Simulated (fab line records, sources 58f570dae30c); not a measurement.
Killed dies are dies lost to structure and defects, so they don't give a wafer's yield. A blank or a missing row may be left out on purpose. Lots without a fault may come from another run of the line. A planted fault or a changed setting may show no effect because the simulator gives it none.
Which tool did it? | flow berkeley_cmos170 | 7 lots, 21 wafers sampled, at 1 step of a route of 331

WHAT THE GAUGES READ, wafer by wafer
UCB170_PFIELD_TW_MEAS_09.
lot  | measured     | on            | PFIELD_TW
L402 | day 5 13:07  | film_metro-03 | 604 605 602
L405 | day 5 21:44  | film_metro-01 | 603 606 606
L407 | day 6 04:30  | film_metro-01 | 599 599 597
L410 | day 7 05:55  | film_metro-03 | 606 609 607
L415 | day 8 11:47  | film_metro-02 | 598 596 597
L416 | day 8 21:07  | film_metro-01 | 601 602 603
L422 | day 10 03:14 | film_metro-03 | 602 607 608

WHICH TOOL RAN EACH LOT (tool, then ch and the chambers of the sampled wafers, then the start)
The record holds no process step before these readings.

THE ANSWER, worked out from the rows above alone
Rule: what is usual is taken from the lots themselves. Put in order of their means at a reading, lots are off if they are a third of the lots or fewer, leave a main group of 4 or more, and stand apart from it by a gap of 3 or more times the standard deviation of the main group's means; of several such gaps the widest counts. A main group whose means are all the same, to the digits that the tables above print for the reading, isn't used. A lot without any number at a reading at which 4 lots or more have one is off too. The other lots that the step has rows for count as sound.
No lot is off at any reading shown: from this, nothing can be told.

WHAT THE SIMULATOR HAD PUT IN
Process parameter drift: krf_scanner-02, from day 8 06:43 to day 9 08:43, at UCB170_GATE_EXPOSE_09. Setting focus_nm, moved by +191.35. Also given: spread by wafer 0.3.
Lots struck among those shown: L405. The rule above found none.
